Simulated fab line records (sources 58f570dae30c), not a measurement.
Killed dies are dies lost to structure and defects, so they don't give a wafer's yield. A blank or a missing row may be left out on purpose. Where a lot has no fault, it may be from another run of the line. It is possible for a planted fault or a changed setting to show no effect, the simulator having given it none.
fab line records	flow berkeleyCmos170
record lots=6	wafers=18	lastDay=11
route steps=331 shown V1@256 M3@331
lots that met no fault: from a run of the same line without faults
startH: hours from the record's opening day to when the first of the lot's shown wafers began	waitH: time in hours since the lot's previous step	" repeats the value in the row above	L1.1+2: a single row standing in for several wafers	- no value present, or no start provided	* or withheld: withheld	< > ~ a bound
route shown NAME@n: a module of which the file shows steps, and the number in the route of the first	usual: the fault-free wafers' mean and standard deviation	same: alike in all rows	chamber/n: place in a boat	sites: readings site by site	_std_site: how widely they spread, as a standard deviation	_edge_site: mean of outer sites minus mean of inner sites	radiusMm: for every site, how far away it sits from the centre of the wafer	mask NAME#n: copy n	behind: the last tool/chamber to shape the wafer	hold: reason for holding the lot/hours on hold/outcome of the hold	device: transistor that didn't switch, given as n, p or np	end of line: the same wafers' tests at the end of the route	where a step has no rows: the recipe by itself	killed: not the wafer's yield, but the dies lost to structure and defects at the first sort	map: per-die view of a wafer (x killed, . not killed, _ where there is no die)
set.NAME: the setting as run; set.NAME@STEP: as run at that earlier step	model.NAME: the simulator's own value behind a step, which no gauge read
lots seen at some steps along the route; tables by step, rows by wafer
services: the hour from which a tool's chamber was out of use, counted from the record's first day as startH (under 0 if before that day), plus the number of hours and why
## steps
# step UCB170_V1_CMP_02
# recipe material=SiO2	downForcePsi=6	platenRpm=60	padVelocityMS=0.75398
# usual motorCurrentA=15.9/1.8	slurryFlowMlMin=149.9/0.48
lot.wafer	tool	chamber	startH	waitH	motorCurrentA	slurryFlowMlMin
L315.2	cmp-02	2	158.80	0.1	16.8	150.0
L315.4	"	0	"	"	13.2	149.0
L315.5	"	1	"	"	13.8	150.3
L319.1	cmp-02	1	179.76	0.1	14.6	150.1
L319.2	"	2	"	"	16.1	149.3
L319.4	"	3	"	"	12.7	150.1
L327.2	cmp-02	0	216.99	0.1	14.5	150.0
L327.4	"	1	"	"	14.0	150.1
L327.1	"	2	"	"	16.7	150.0
L330.1	cmp-01	3	236.60	0.2	18.8	149.6
L330.2	"	1	"	"	16.4	149.7
L330.5	"	0	"	"	15.1	150.1
L334.4	cmp-02	3	243.87	0.1	12.2	150.0
L334.2	"	1	"	"	13.1	150.0
L334.5	"	2	"	"	16.3	149.9
L332.1	cmp-01	1	244.12	0.3	16.6	149.7
L332.2	"	3	"	"	18.4	150.5
L332.4	"	0	"	"	14.5	149.8
# step UCB170_V1_BOW_MEAS_03
# recipe mode=bow
# usual V1_BOW=19/6.8
lot.wafer	tool	chamber	startH	waitH	V1_BOW[um]
L315.2	filmMetro-01	-	159.07	0.2	7
L315.4	"	-	"	"	20
L315.5	"	-	"	"	18
L319.1	filmMetro-01	-	180.06	0.2	5
L319.2	"	-	"	"	29
L319.4	"	-	"	"	29
L327.1	filmMetro-04	-	217.24	0.1	23
L327.2	"	-	"	"	12
L327.4	"	-	"	"	21
L330.1	filmMetro-01	-	236.91	0.3	22
L330.2	"	-	"	"	23
L330.5	"	-	"	"	30
L334.2	filmMetro-03	-	244.14	0.1	21
L334.4	"	-	"	"	23
L334.5	"	-	"	"	28
L332.1	filmMetro-01	-	244.42	0.2	14
L332.2	"	-	"	"	17
L332.4	"	-	"	"	15
# step UCB170_V1_THK_MEAS_04
# recipe reads=SiO2_of_V1_CVD_00
# usual V1_POLISHED_THK=999.6/1.1
lot.wafer	tool	chamber	startH	waitH	V1_POLISHED_THK[nm]
L315.2	filmMetro-01	-	159.18	0.1	1001.4
L315.4	"	-	"	"	1001.0
L315.5	"	-	"	"	1000.7
L319.1	filmMetro-01	-	180.18	0.1	1000.1
L319.2	"	-	"	"	1000.9
L319.4	"	-	"	"	999.3
L327.1	filmMetro-04	-	217.36	0.1	999.1
L327.2	"	-	"	"	1001.8
L327.4	"	-	"	"	1001.0
L330.1	filmMetro-01	-	237.03	0.1	999.2
L330.2	"	-	"	"	998.2
L330.5	"	-	"	"	1000.8
L334.2	filmMetro-03	-	244.25	0.1	999.5
L334.4	"	-	"	"	999.4
L334.5	"	-	"	"	1000.4
L332.1	filmMetro-01	-	244.54	0.1	997.8
L332.2	"	-	"	"	998.8
L332.4	"	-	"	"	998.6
# step UCB170_V1_CLEAN_05
# recipe chemistry=DIW
# step UCB170_V1_HMDS_06
# recipe primeTimeS=60	primeTempC=100
# step UCB170_V1_COAT_07
# recipe resist=KrF	spinRpm=1500	resistThkNm=900
# step UCB170_V1_SOFTBAKE_08
# recipe resist=KrF	tempC=130	timeS=60
# step UCB170_V1_EXPOSE_09
# recipe maskId=VIA1	targetCdNm=700	na=0.5	sigmaOuter=0.6	sourceShape=conventional	doseMj=37
# step UCB170_V1_PEB_10
# recipe pebTempC=130	pebTimeS=withheld	resist=KrF
# step UCB170_V1_DEVELOP_11
# recipe developer=TMAH	developTimeS=45	resist=KrF	devTempC=21
# step UCB170_V1_CD_MEAS_12
# recipe targetCdNm=700
# usual cdNm=700.1/1.5
lot.wafer	tool	chamber	startH	waitH	cdNm
L315.2	cdSem-01	-	160.30	-	698.3
L315.4	"	-	"	"	698.9
L315.5	"	-	"	"	698.3
L319.1	cdSem-01	-	182.21	-	701.4
L319.2	"	-	"	"	700.0
L319.4	"	-	"	"	701.9
L327.1	cdSem-02	-	220.26	-	701.1
L327.2	"	-	"	"	700.6
L327.4	"	-	"	"	700.4
L330.1	cdSem-02	-	238.81	-	700.4
L330.2	"	-	"	"	701.5
L330.5	"	-	"	"	700.1
L334.2	cdSem-01	-	246.13	-	699.4
L334.4	"	-	"	"	698.1
L334.5	"	-	"	"	698.2
L332.1	cdSem-01	-	246.38	-	699.3
L332.2	"	-	"	"	698.8
L332.4	"	-	"	"	700.4
# step UCB170_V1_OVL_MEAS_13
# usual V1_OVL=0/5.4
lot.wafer	tool	chamber	startH	waitH	V1_OVL[nm]
L315.2	overlay-01	-	160.41	0.1	7
L315.4	"	-	"	"	11
L315.5	"	-	"	"	5
L319.1	overlay-01	-	182.33	0.1	-3
L319.2	"	-	"	"	-2
L319.4	"	-	"	"	-4
L327.1	overlay-02	-	220.38	0.1	1
L327.2	"	-	"	"	5
L327.4	"	-	"	"	-2
L330.1	overlay-02	-	238.93	0.1	0
L330.2	"	-	"	"	1
L330.5	"	-	"	"	-5
L334.2	overlay-02	-	246.23	0.1	-11
L334.4	"	-	"	"	-16
L334.5	"	-	"	"	-12
L332.1	overlay-02	-	246.50	0.1	1
L332.2	"	-	"	"	-4
L332.4	"	-	"	"	-1
# step UCB170_V1_ETCH_14
# recipe chemistry=CHF3/CF4/Ar	target=SiO2	stopOn=Al	CHF3_flow_sccm=45	cf4FlowSccm=15	Ar_flow_sccm=150	pressureMtorr=200	rfW=700	targetDepthA=12500	overEtchFrac=0.25	timeS=291
# usual drypumpMotorCurrentA=5.5/0.41	oesProductAu=0.875/0.015	runLengthS=319.4/0.44	throttleValvePct=6.93/0.1
lot.wafer	tool	chamber	startH	waitH	drypumpMotorCurrentA	oesProductAu	rfHoursCounterH	runLengthS	throttleValvePct	model.KrF_of_V1_COAT_07.thkNm
L315.2	rieDiel-03	3	160.44	0.0	5.1	0.883	107	319.3	7.16	614.7
L315.4	"	0	"	"	6.0	0.900	-	319.1	7.06	612.1
L315.5	"	3	"	"	5.1	0.882	-	319.4	7.16	615.7
L319.1	rieDiel-01	2	182.37	0.0	4.9	0.879	49	319.3	6.94	611.5
L319.2	"	0	"	"	5.8	0.888	128	319.0	7.05	605.5
L319.4	"	3	"	"	5.0	0.847	74	320.3	6.94	612.7
L327.1	rieDiel-01	3	220.42	0.0	5.0	0.958	77	268.0	6.92	666.1
L327.2	"	2	"	"	4.9	1.002	51	267.3	6.95	665.9
L327.4	"	2	"	"	4.9	1.008	-	267.3	6.97	660.8
L330.1	rieDiel-01	1	238.97	0.0	6.0	0.981	0	267.9	6.94	663.8
L330.2	"	3	"	"	5.0	0.966	77	268.0	6.96	661.6
L330.5	"	2	"	"	4.9	1.013	-	267.7	6.97	659.8
L334.2	rieDiel-03	1	246.26	0.0	5.7	0.853	119	319.0	6.87	608.4
L334.4	"	2	"	"	5.2	0.874	111	319.0	6.84	611.1
L334.5	"	2	"	"	5.2	0.879	-	318.5	6.84	608.3
L332.1	rieDiel-02	3	246.54	0.0	5.3	0.885	94	319.8	7.04	607.8
L332.2	"	2	"	"	6.1	0.876	87	319.5	6.89	618
L332.4	"	1	"	"	5.4	0.874	132	319.3	6.76	617.3
# step UCB170_V1_STRIP_15
# recipe chemistry=O2	powerW=400	pressureMtorr=3500	platenTempC=withheld	o2FlowSccm=400	overashFraction=0.5
# usual drypumpMotorCurrentA=5.59/0.26	o2FlowSccm=400.1/1.2	oesProductAu=0.722/0.0044	stripTimeToEndpointS=15.36/0.11
# same overashFraction=0.5
lot.wafer	tool	chamber	startH	waitH	drypumpMotorCurrentA	o2FlowSccm	oesProductAu	rfHoursCounterH	stripTimeToEndpointS
L315.2	plasmaAsher-04	0	160.61	0.1	5.37	398.4	0.722	5	15.42
L315.4	"	1	"	"	5.57	400.2	0.728	-	15.36
L315.5	"	0	"	"	5.35	398.8	0.725	-	15.44
L319.1	plasmaAsher-04	1	182.55	0.1	5.55	400.7	0.724	8	15.36
L319.2	"	0	"	"	5.38	399.8	0.719	8	15.20
L319.4	"	1	"	"	5.55	401.0	0.720	-	15.37
L327.1	plasmaAsher-04	0	220.60	0.1	5.33	398.7	0.728	12	16.57
L327.2	"	1	"	"	5.57	400.6	0.719	12	16.59
L327.4	"	1	"	"	5.59	401.1	0.720	-	16.44
L330.1	plasmaAsher-03	0	239.15	0.1	5.68	400.9	0.720	47	16.52
L330.2	"	1	"	"	6.20	399.8	0.723	47	16.45
L330.5	"	0	"	"	5.68	400.6	0.721	-	16.44
L334.2	plasmaAsher-01	0	246.44	0.1	5.43	400.7	0.717	54	15.28
L334.4	"	0	"	"	5.41	399.8	0.719	-	15.33
L334.5	"	1	"	"	5.58	399.8	0.724	-	15.27
L332.1	plasmaAsher-01	0	246.72	0.1	5.42	401.3	0.721	54	15.26
L332.2	"	1	"	"	5.54	400.8	0.725	54	15.50
L332.4	"	0	"	"	5.41	400.2	0.716	-	15.50
# step UCB170_V1_CD_MEAS_90
# recipe targetCdNm=700
# usual cdNm=700.1/1.6
lot.wafer	tool	chamber	startH	waitH	cdNm
L315.2	cdSem-01	-	160.73	0.1	697.9
L315.4	"	-	"	"	699.4
L315.5	"	-	"	"	698.4
L319.1	cdSem-02	-	182.65	0.1	701.2
L319.2	"	-	"	"	700.2
L319.4	"	-	"	"	701.7
L327.1	cdSem-02	-	220.70	0.1	698.9
L327.2	"	-	"	"	697.8
L327.4	"	-	"	"	697.8
L330.1	cdSem-01	-	239.25	0.1	698.8
L330.2	"	-	"	"	700.2
L330.5	"	-	"	"	697.5
L334.2	cdSem-02	-	246.56	0.1	699.2
L334.4	"	-	"	"	698.6
L334.5	"	-	"	"	697.3
L332.1	cdSem-01	-	246.82	0.1	698.8
L332.2	"	-	"	"	697.9
L332.4	"	-	"	"	699.4
# step UCB170_M3_PROBE_99
lot.wafer	tool	chamber	startH	waitH	model.etest.antennaM2.vtShiftV
L315.2	prober-02	-	173.45	0.1	-0.01466
L315.4	prober-02	-	173.55	0.2	-0.01297
L315.5	prober-02	-	173.60	0.2	-0.01159
L319.1	prober-02	-	190.99	0.1	-0.01399
L319.2	prober-02	-	191.04	0.1	-0.01452
L319.4	prober-02	-	191.14	0.2	-0.009817
L327.1	prober-01	-	230.39	0.1	-0.01131
L327.2	prober-01	-	230.44	0.1	-0.01217
L327.4	prober-01	-	230.54	0.2	-0.009125
L330.1	prober-02	-	248.57	0.1	-0.008952
L330.2	prober-02	-	248.62	0.1	-0.01132
L330.5	prober-02	-	248.77	0.2	-0.006993
L332.1	prober-01	-	257.43	0.1	-0.01546
L332.2	prober-01	-	257.48	0.1	-0.01876
L332.4	prober-01	-	257.58	0.2	-0.01251
L334.4	prober-02	-	257.46	0.2	-0.01306
L334.5	prober-02	-	257.51	0.2	-0.01585
# killed by level:class
L315.2 FIELD:geometricParticle:short=1 CONTACT:geometricParticle:short=1 M1:geometricParticle:short=1 NWELL:areaEtch=1
L315.4 GATE:geometricParticle:open=1 SPACER:geometricParticle:short=1 SILICIDE:geometricParticle:open=1 M1:geometricParticle:short=1 M2:geometricParticle:open=1
L315.5 WELLDRIVE:geometricParticle:open=2 GATE:geometricParticle:short=2 ACTIVE:geometricParticle:open=1 SCREENOX:geometricParticle:open=1 CONTACT:geometricParticle:open=1 V2:geometricParticle:open=1
L319.1 START:geometricParticle:open=1 SILICIDE:geometricParticle:short=1
L319.2 SILICIDE:geometricParticle:open=2 SACOX:geometricParticle:open=1 M3:geometricParticle:short=1
L319.4 GATE:geometricParticle:open=2
L332.1 SACOX:geometricParticle:open=1 GATE:geometricParticle:short=1 SPACER:geometricParticle:open=1 SILICIDE:geometricParticle:open=1
L334.4 ACTIVE:areaEtch=2 SILICIDE:geometricParticle:short=1
L332.2 SPACER:geometricParticle:open=1 SILICIDE:geometricParticle:open=1 M3:geometricParticle:short=1
L334.5 ACTIVE:areaEtch=6 WELLDRIVE:geometricParticle:open=1 GATE:geometricParticle:open=1 M3:geometricParticle:short=1
L332.4 SCREENOX:geometricParticle:open=1 GATE:geometricParticle:short=1 SPACER:geometricParticle:short=1
## services
tool	chamber	startH	hours	kind
plasmaAsher-01	-	154.59	2.8	pm
rieDiel-03	1	157.57	11.7	repair
cmp-02	-	176.22	3.5	repair
plasmaAsher-03	-	177.32	1.8	repair
rieDiel-03	3	182.14	9.6	repair
cmp-02	-	187.78	0.4	repair
rieDiel-01	1	190.45	4.4	repair
rieDiel-01	1	194.82	-	clean
rieDiel-01	1	194.82	28.9	scheduledDown
rieDiel-01	1	194.82	28.9	ventCycle
cmp-01	-	198.94	2.6	repair
rieDiel-02	-	203.51	2.8	pm
rieDiel-01	0	206.49	8.7	repair
cmp-02	-	223.43	17.1	pm
cmp-01	-	232.00	4.0	pm
cmp-01	-	236.00	-	consumableReplace:conditioner
cmp-01	-	236.00	-	consumableReplace:pad
## key
firstSign step=UCB170_V1_ETCH_14	reading=runLengthS	direction=down	sigmas=99+	usual=*	struck=*
effect step=UCB170_V1_ETCH_14	reading=oesProductAu	direction=up	sigmas=7.5	usual=0.875	struck=0.988
effect step=UCB170_V1_STRIP_15	reading=stripTimeToEndpointS	direction=up	sigmas=11	usual=*	struck=*
modelEffect step=UCB170_V1_ETCH_14	value=KrF_of_V1_COAT_07.thkNm	without=614.3	struck=663
modelEffect step=UCB170_M3_PROBE_99	value=etest.antennaM2.vtShiftV	without=-0.01406	struck=-0.009978
metAt UCB170_V1_ETCH_14
struckWafers L327.1,L327.2,L327.4,L330.1,L330.2,L330.5
sortLeftOut L327.1,L327.2,L327.4,L330.1,L330.2,L330.5
onsetBetween 182.37 220.42
fault kind=processParameterDrift	tool=rieDiel-01	chamber=-	onsetH=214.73	steps=UCB170_V1_ETCH_14	channel=timeS	offset=*	shape=step	endH=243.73	actsIn=*	stated=*
# sortLeftOut: the simulated sort isn't trusted on such a fault, so these wafers' sort isn't shown, and their yield isn't known
